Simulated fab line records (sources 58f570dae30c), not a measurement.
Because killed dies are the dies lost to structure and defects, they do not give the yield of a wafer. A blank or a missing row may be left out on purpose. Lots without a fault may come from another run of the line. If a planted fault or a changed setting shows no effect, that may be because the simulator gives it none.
A lot that was struck, set against a sound lot / flow berkeley_cmos170 / 32 steps out of a route of 331
Sound: wafers L108.1, L108.4, L108.6. The struck wafers were L116.4, L116.5, L116.6. The cause is given at the end.
Order at every step that has rows: each side's tool, ch and its chambers, its first start. Under that, the readings that differ: sound wafers / struck wafers / difference of the means / sigmas: that difference in standard deviations of wafers without a fault.
alike: words and numbers the same on both sides, and readings whose means are apart by under 2 such deviations; not compared: readings that were withheld, readings missing a value for some wafer, numbers with overlapping values and no deviation given by the record, and bounds like >300 which may hide the same value.
A row with sigmas, a row that says differs or no value, or rows on one side alone: a step with any of these is where the two part. Numbers that don't overlap but have no deviation are shown without sigmas and don't part them. Lack of a reading on every wafer of one side parts them only where that side has two or more wafers.

first, 6 steps without rows for these wafers: UCB170_V2_HMDS_06 (prime time 60 s); UCB170_V2_COAT_07 (resist thk 900 nm); UCB170_V2_SOFTBAKE_08 (time 60 s); UCB170_V2_EXPOSE_09 (exposes mask VIA2, target cd 700 nm); UCB170_V2_PEB_10; UCB170_V2_DEVELOP_11 (develop time 45 s).
UCB170_V2_CD_MEAS_12 targets a cd of 700 nm.
  sound on cd_sem-01 at day 9 10:55; struck on cd_sem-01 at day 11 06:16
  alike: cd_nm
UCB170_V2_OVL_MEAS_13:
  sound on overlay-02 at day 9 11:02; struck on overlay-01 at day 11 06:21
  alike: V2_OVL
UCB170_V2_ETCH_14: etches SiO2 in CHF3/CF4/Ar, stops on Al, target depth 1250 nm, time 291 s.
  sound on rie_diel-02 ch 0,2, day 9 11:04; struck on rie_diel-02 ch 0,2,3, day 11 06:28
  alike: cf4_flow_sccm, drypump_motor_current_A, oes_product_au, rf_fwd_power_W, throttle_valve_pct
  not compared: rf_hours_counter_h
UCB170_V2_STRIP_15: strips in O2.
  sound on plasma_asher-02 ch 1, day 9 11:15; struck on plasma_asher-01 ch 0,1, day 11 06:35
reading=drypump_motor_current_A (A); sound=6.0 6.0 6.0; struck=4.6 5.3 4.6; difference=-1.2; sigmas=-3
  alike: oes_product_au, strip_time_to_endpoint_s
  not compared: rf_hours_counter_h
UCB170_V2_CD_MEAS_90 targets a cd of 700 nm.
  sound on cd_sem-02 at day 9 11:28; struck on cd_sem-01 at day 11 06:43
  alike: cd_nm
then, 1 step without rows for these wafers: UCB170_M3_PRE_CLEAN_00 (preclean etch time 60 s).
UCB170_M3_SPUTTER_01: material Al, target thk 900 nm, time 120 s.
  sound on pvd_sputter-02 at day 9 11:39; struck on pvd_sputter-01 at day 11 07:05
  alike: throttle_valve_pct
UCB170_M3_RS_MEAS_02: measures by four-point-probe.
  sound on film_metro-03 at day 9 11:44; struck on film_metro-04 at day 11 07:14
reading=M3_AL_RS (ohm/sq); sound=0.0323 0.0318 0.0324; struck=0.0162 0.0162 0.0155; difference=-0.0162; sigmas=-39
UCB170_M3_THK_MEAS_03: measures by xrf.
  sound on film_metro-03 at day 9 11:51; struck on film_metro-04 at day 11 07:20
reading=M3_AL_THK (nm); sound=899 912 895; struck=1786 1781 1851; difference=+904; sigmas=+65
then, 3 steps without rows for these wafers: UCB170_M3_HMDS_04 (prime time 60 s); UCB170_M3_COAT_05 (resist thk 900 nm); UCB170_M3_SOFTBAKE_06 (time 60 s).
UCB170_M3_STRIP_07: strips in O2.
  sound on plasma_asher-01 ch 0,1, day 9 12:22; struck on plasma_asher-04 ch 0,1, day 11 07:55
reading=strip_time_to_endpoint_s (s); sound=22.02 21.99 22.03; struck=21.89 21.87 21.82; difference=-0.15; sigmas=-2
  alike: drypump_motor_current_A, oes_product_au
  not compared: rf_hours_counter_h
then, 7 steps without rows for these wafers: UCB170_M3_STRIP_08 (strips KrF in DMSO, time 600 s); UCB170_M3_COAT_09; UCB170_M3_COAT_10 (resist thk 900 nm); UCB170_M3_SOFTBAKE_11 (time 60 s); UCB170_M3_EXPOSE_12 (exposes mask METAL3, target cd 700 nm); UCB170_M3_PEB_13; UCB170_M3_DEVELOP_14 (develop time 45 s).
UCB170_M3_CD_MEAS_15 targets a cd of 700 nm.
  sound on cd_sem-01 at day 9 13:42; struck on cd_sem-01 at day 11 10:27
  alike: cd_nm
UCB170_M3_OVL_MEAS_16:
  sound on overlay-02 at day 9 13:49; struck on overlay-01 at day 11 10:32
  alike: M3_OVL
UCB170_M3_ETCH_17: etches BARC in N2/H2.
  sound on rie_diel-02 ch 2,3, day 9 13:52; struck on rie_diel-04 ch 0,1,2, day 11 10:33
reading=drypump_motor_current_A (A); sound=5.0 5.0 5.0; struck=5.8 6.0 6.3; difference=+1.0; sigmas=+2
  alike: oes_product_au, rf_fwd_power_W, throttle_valve_pct
UCB170_M3_METAL_ETCH_18: etches Al in Cl2/BCl3, stops on SiO2, target depth 1170 nm, time 195 s.
  sound on rie_metal-03 ch 0,1, day 9 13:54; struck on rie_metal-04 ch 0,1, day 11 10:39
reading=oes_product_au (a.u.); sound=0.840 0.846 0.862; struck=0.958 0.959 1.000; difference=+0.123; sigmas=+9
reading=model.etch.depth_nm (nm); sound=897.4 909.3 895; struck=1142 1141 1148; difference=+243; sigmas=
reading=model.M3.feature_depth_nm (nm); sound=954.4 966.1 952.1; struck=1142 1141 1148; difference=+186; sigmas=
  alike: drypump_motor_current_A, mfc_cl2_sccm, rf_fwd_power_W, throttle_valve_pct
  not compared: rf_hours_counter_h
UCB170_M3_STRIP_19: strips in O2.
  sound on plasma_asher-01 ch 0, day 9 14:05; struck on plasma_asher-01 ch 0,1, day 11 10:49
  alike: drypump_motor_current_A, oes_product_au
  not compared: rf_hours_counter_h
UCB170_M3_PROBE_99:
  sound on prober-01 at day 9 14:26; struck on prober-02 at day 11 11:19
reading=model.etest.antenna_m2.short; sound=0 0 0; struck=1 1; difference=+1; sigmas=
reading=model.etest.antenna_m3.over_limit; sound=0 0 0; struck=1 1; difference=+1; sigmas=
reading=model.etest.antenna_m2.over_limit; sound=0 0 0; struck=1 1; difference=+1; sigmas=
reading=model.etest.antenna_m3.short; sound=0 0 0; struck=1 1; difference=+1; sigmas=

== WHERE THEY PART ==
Earliest at UCB170_V2_STRIP_15; latest, in this record, at UCB170_M3_METAL_ETCH_18. Later steps at which nothing parts them and some readings are alike: UCB170_M3_STRIP_19.

WHY: whatever the simulator had introduced
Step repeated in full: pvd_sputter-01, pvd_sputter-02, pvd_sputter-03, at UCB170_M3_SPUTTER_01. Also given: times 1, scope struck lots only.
